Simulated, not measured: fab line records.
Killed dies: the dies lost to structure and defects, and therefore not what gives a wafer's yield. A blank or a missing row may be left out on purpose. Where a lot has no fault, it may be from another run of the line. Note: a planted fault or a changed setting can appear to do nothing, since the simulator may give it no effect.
fab line records	flow rit-cmos
record lots=15	wafers=45	last-day=7
route steps=202 shown NWELL@33 CONTACT@181 M1@185
lots that met no fault: taken from a fault-free run of the same line
start-h: hours from the record's opening day to when the first of the lot's shown wafers began	wait-h: how many hours have passed since the lot's step before this one	" identical to the entry in the row above	L1.1+2: a single row standing in for several wafers	- value missing, or start not given	* or withheld: withheld	< > ~ a bound
route shown NAME@n: a module of which the file shows steps, and the number in the route of the first	usual: mean and standard deviation over wafers with no fault	same: alike in all rows	chamber/n: place in a boat	sites: per-site readings	_std_site: the values' standard deviation	_edge_site: mean of outer sites minus mean of inner sites	radius-mm: how far each site lies from the wafer's centre	mask NAME#n: copy n	behind: the most recent tool/chamber to have shaped the wafer	hold: what put the lot on hold/how long, in hours/how the hold closed	device: transistor that didn't switch, given as n, p or np	end of line: the same wafers' tests at the end of the route	step lacking rows: just its recipe	killed: the dies lost at the first sort to structure and to defects; this is not the yield of the wafer	map: a wafer's dies, x killed, . not, _ none there
set.NAME: the setting that was run; set.NAME@STEP: the one run at that earlier step	model.NAME: the simulator's own value behind a step, which no gauge read
route steps across a sampled set of lots; one table per step, one row per wafer
services: when a tool's chamber went out of use (start-h, in hours from the record's first day, below 0 if earlier), for how many hours, and the reason
## steps
# step RIT_NWELL_DEVELOP_05
# recipe resist=NOVOLAK	develop-time-s=64.78	dev-temp-c=23
# usual developer-temp-C=23.00/0.12
lot.wafer	tool	chamber	start-h	wait-h	developer-temp-C
L420.2	litho-track-03	0	21	-	22.91
L420.3	"	0	"	"	22.99
L420.6	"	0	"	"	22.93
L421.3	litho-track-04	0	25	-	22.93
L421.4	"	0	"	"	23.25
L421.6	"	0	26	-	23.16
L422.2	litho-track-01	0	30	-	23.07
L422.3	"	0	"	"	22.96
L422.6	"	0	"	"	23.20
L423.1	litho-track-01	0	35	-	23.34
L423.3	"	0	"	"	23.33
L423.6	"	0	"	"	23.08
L424.3	litho-track-04	0	40	-	22.80
L424.4	"	0	"	"	22.81
L424.5	"	0	"	"	22.79
L425.1	litho-track-01	0	45	-	23.07
L425.2	"	0	"	"	23.08
L425.5	"	0	"	"	23.09
L426.3	litho-track-03	0	50	-	22.78
L426.5	"	0	"	"	22.89
L426.6	"	0	"	"	22.93
L427.1	litho-track-01	0	55	-	23.01
L427.2	"	0	"	"	23.08
L427.5	"	0	"	"	23.04
L428.1	litho-track-01	0	61	-	25.26
L428.5	"	0	"	"	25.09
L428.6	"	0	"	"	25.21
L429.2	litho-track-01	0	66	-	25.24
L429.5	"	0	67	-	25.25
L429.6	"	0	"	"	25.45
L432.1	litho-track-01	0	80	-	25.15
L432.2	"	0	"	"	25.16
L432.4	"	0	"	"	25.16
L440.4	litho-track-03	0	120	-	22.98
L440.5	"	0	"	"	23.05
L440.6	"	0	"	"	23.03
L441.1	litho-track-04	0	130	-	22.88
L441.2	"	0	"	"	23.00
L441.5	"	0	"	"	22.93
L442.2	litho-track-04	0	132	-	23.03
L442.4	"	0	"	"	22.87
L442.5	"	0	"	"	22.88
L443.1	litho-track-03	0	138	-	23.08
L443.2	"	0	"	"	23.12
L443.6	"	0	"	"	23.03
# step RIT_WELLDRIVE_RS_MEAS_01
# recipe thk-meas-gauge=four-point-probe
# usual NWELL_RS=275.3/0.82
lot.wafer	tool	chamber	start-h	wait-h	NWELL_RS[ohm/sq]
L420.2	film-metro-03	-	29.12	0.0	274.7
L420.3	"	-	"	"	275.5
L420.6	"	-	"	"	275.7
L421.3	film-metro-03	-	33.53	0.0	275.5
L421.4	"	-	"	"	275.5
L421.6	"	-	"	"	275.3
L422.2	film-metro-03	-	37.89	0.0	274.6
L422.3	"	-	"	"	275.2
L422.6	"	-	"	"	274.7
L423.1	film-metro-01	-	43.39	0.0	275.1
L423.3	"	-	"	"	276.3
L423.6	"	-	"	"	275.3
L424.3	film-metro-03	-	48.52	0.0	276.6
L424.4	"	-	"	"	277.3
L424.5	"	-	"	"	277.1
L425.1	film-metro-03	-	53.55	0.0	275.4
L425.2	"	-	"	"	274.9
L425.5	"	-	"	"	275.2
L426.3	film-metro-03	-	58.67	0.0	275.3
L426.5	"	-	"	"	275.1
L426.6	"	-	"	"	275.5
L427.1	film-metro-01	-	62.71	0.0	273.8
L427.2	"	-	"	"	274.1
L427.5	"	-	"	"	274.0
L428.1	film-metro-02	-	69.53	0.0	276.1
L428.5	"	-	"	"	276.1
L428.6	"	-	"	"	275.3
L429.2	film-metro-01	-	74.57	0.0	275.9
L429.5	"	-	"	"	276.0
L429.6	"	-	"	"	275.6
L432.1	film-metro-02	-	87.68	0.0	276.0
L432.2	"	-	"	"	275.3
L432.4	"	-	"	"	275.1
L440.4	film-metro-03	-	128.30	0.1	275.7
L440.5	"	-	"	"	277.4
L440.6	"	-	"	"	275.7
L441.1	film-metro-03	-	138.36	0.0	275.5
L441.2	"	-	"	"	276.3
L441.5	"	-	"	"	275.0
L442.2	film-metro-02	-	139.69	0.0	274.8
L442.4	"	-	"	"	275.4
L442.5	"	-	"	"	275.9
L443.1	film-metro-02	-	145.86	0.0	274.5
L443.2	"	-	"	"	274.4
L443.6	"	-	"	"	274.8
# step RIT_CONTACT_CD_MEAS_90
# recipe target-cd-nm=1000
# usual cd-nm=999.8/2.2
lot.wafer	tool	chamber	start-h	wait-h	cd-nm
L420.2	cd-sem-01	-	52.70	0.1	995.4
L420.3	"	-	"	"	997.7
L420.6	"	-	"	"	998.5
L421.3	cd-sem-01	-	56.91	0.1	1003.3
L421.4	"	-	"	"	1003.9
L421.6	"	-	"	"	1001.6
L422.2	cd-sem-02	-	62.67	0.1	1000.6
L422.3	"	-	"	"	1002.4
L422.6	"	-	"	"	1001.2
L423.1	cd-sem-02	-	68.16	0.1	1000.4
L423.3	"	-	"	"	998.7
L423.6	"	-	"	"	998.6
L424.3	cd-sem-02	-	76.75	0.1	998.8
L424.4	"	-	"	"	996.5
L424.5	"	-	"	"	996.1
L425.1	cd-sem-01	-	78.03	0.1	999.5
L425.2	"	-	"	"	1002.0
L425.5	"	-	"	"	1003.4
L426.3	cd-sem-02	-	84.44	0.1	1000.4
L426.5	"	-	"	"	998.7
L426.6	"	-	"	"	998.3
L427.1	cd-sem-02	-	90.69	0.1	998.5
L427.2	"	-	"	"	998.1
L427.5	"	-	"	"	999.1
L428.1	cd-sem-01	-	93.91	0.1	1002.2
L428.5	"	-	"	"	1005.0
L428.6	"	-	"	"	1004.5
L429.2	cd-sem-01	-	98.06	0.1	1001.8
L429.5	"	-	"	"	1000.0
L429.6	"	-	"	"	1003.5
L432.1	cd-sem-02	-	111.28	0.1	1000.5
L432.2	"	-	"	"	998.9
L432.4	"	-	"	"	998.4
L440.4	cd-sem-02	-	154.38	0.1	995.6
L440.5	"	-	"	"	996.2
L440.6	"	-	"	"	996.0
L441.1	cd-sem-01	-	163.64	0.1	1000.1
L441.2	"	-	"	"	999.6
L441.5	"	-	"	"	1000.7
L442.2	cd-sem-01	-	165.45	0.1	1000.7
L442.4	"	-	"	"	1000.9
L442.5	"	-	"	"	1000.3
L443.1	cd-sem-01	-	171.30	0.1	1001.8
L443.2	"	-	"	"	1004.0
L443.6	"	-	"	"	1001.4
# step RIT_M1_RS_MEAS_01
# recipe thk-meas-gauge=four-point-probe	reads=Al_of_M1_SPUTTER_00
# usual M1_AL_RS=0.0733/0.00074
lot.wafer	tool	chamber	start-h	wait-h	M1_AL_RS[ohm/sq]
L420.2	film-metro-02	-	53.46	0.2	0.0735
L420.3	"	-	"	"	0.0726
L420.6	"	-	"	"	0.0727
L421.3	film-metro-01	-	57.67	0.2	0.0734
L421.4	"	-	"	"	0.0733
L421.6	"	-	"	"	0.0725
L422.2	film-metro-04	-	63.48	0.2	0.0742
L422.3	"	-	"	"	0.0749
L422.6	"	-	"	"	0.0743
L423.1	film-metro-04	-	68.94	0.1	0.0731
L423.3	"	-	"	"	0.0730
L423.6	"	-	"	"	0.0724
L424.3	film-metro-04	-	77.53	0.2	0.0727
L424.4	"	-	"	"	0.0725
L424.5	"	-	"	"	0.0727
L425.1	film-metro-02	-	78.80	0.1	0.0744
L425.2	"	-	"	"	0.0732
L425.5	"	-	"	"	0.0730
L426.3	film-metro-01	-	85.22	0.2	0.0721
L426.5	"	-	"	"	0.0721
L426.6	"	-	"	"	0.0725
L427.1	film-metro-01	-	91.45	0.1	0.0720
L427.2	"	-	"	"	0.0724
L427.5	"	-	"	"	0.0729
L428.1	film-metro-01	-	94.69	0.1	0.0724
L428.5	"	-	"	"	0.0734
L428.6	"	-	"	"	0.0730
L429.2	film-metro-02	-	98.85	0.2	0.0722
L429.5	"	-	"	"	0.0725
L429.6	"	-	"	"	0.0719
L432.1	film-metro-01	-	112.06	0.1	0.0726
L432.2	"	-	"	"	0.0738
L432.4	"	-	"	"	0.0736
L440.4	film-metro-02	-	155.17	0.2	0.0731
L440.5	"	-	"	"	0.0735
L440.6	"	-	"	"	0.0731
L441.1	film-metro-01	-	164.42	0.1	0.0737
L441.2	"	-	"	"	0.0736
L441.5	"	-	"	"	0.0735
L442.2	film-metro-02	-	166.41	0.2	0.0741
L442.4	"	-	"	"	0.0740
L442.5	"	-	"	"	0.0741
L443.1	film-metro-02	-	172.07	0.1	0.0736
L443.2	"	-	"	"	0.0735
L443.6	"	-	"	"	0.0739
# step RIT_M1_PROBE_99
# usual killed-at-contacts=0.1/0.34	killed-at-front-end=7/3	killed-dies=7/3.1	killed-open=3.4/1.9	killed-short=3.4/2.1
# same gross-dies=264	killed_at_M0_to_M3=0	killed_at_M4_up=0	killed-at-back-side=0	killed-at-other=0
lot.wafer	tool	chamber	start-h	wait-h	killed-at-contacts	killed-at-front-end	killed-dies	killed-open	killed-short
L432.1	prober-02	-	116.79	0.1	0	4	4	2	2
L432.2	prober-02	-	116.84	0.1	0	8	8	4	4
L432.4	prober-02	-	116.94	0.2	0	6	6	3	3
# killed by level:class
L432.1 FOX1:geometric-particle:open=1 FOX1:geometric-particle:short=1 FOX2:geometric-particle:open=1 GATE:geometric-particle:short=1
L432.2 FOX1:geometric-particle:short=2 GATE:geometric-particle:open=2 GATE:geometric-particle:short=2 FOX1:geometric-particle:open=1 SPACER:geometric-particle:open=1
L432.4 FOX2:geometric-particle:short=1 GATE:geometric-particle:open=1 GATE:geometric-particle:short=1 REOX:geometric-particle:open=1 SILICIDE:geometric-particle:short=1 SILICIDE:geometric-particle:open=1
## services
tool	chamber	start-h	hours	kind
litho-track-01	-	103.88	-	consumable-replace:filter
## key
first-sign step=RIT_NWELL_DEVELOP_05	reading=developer-temp-C	direction=up	sigmas=18	usual=*	struck=*
effect none on later readings
met-at RIT_NWELL_DEVELOP_05
struck-lots L428,L429,L432
tester-left-out L428,L429,L432
not-acting-at RIT_WELLDRIVE_RS_MEAS_01,RIT_CONTACT_CD_MEAS_90,RIT_M1_RS_MEAS_01
onset-between 55 61
fault kind=process-parameter-drift	tool=litho-track-01	chamber=-	onset-h=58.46	steps=RIT_NWELL_DEVELOP_05	channel=dev-temp-c	offset=*	shape=step	end-h=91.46	acts-in=*	stated=*
# tester-left-out: of these lots the tester's yield and bins aren't shown, on N5 and GAA mostly nor the transistor test; their killed dies are dies lost to structure and defects alone, not to doping, threshold or leakage, so they don't give the yield
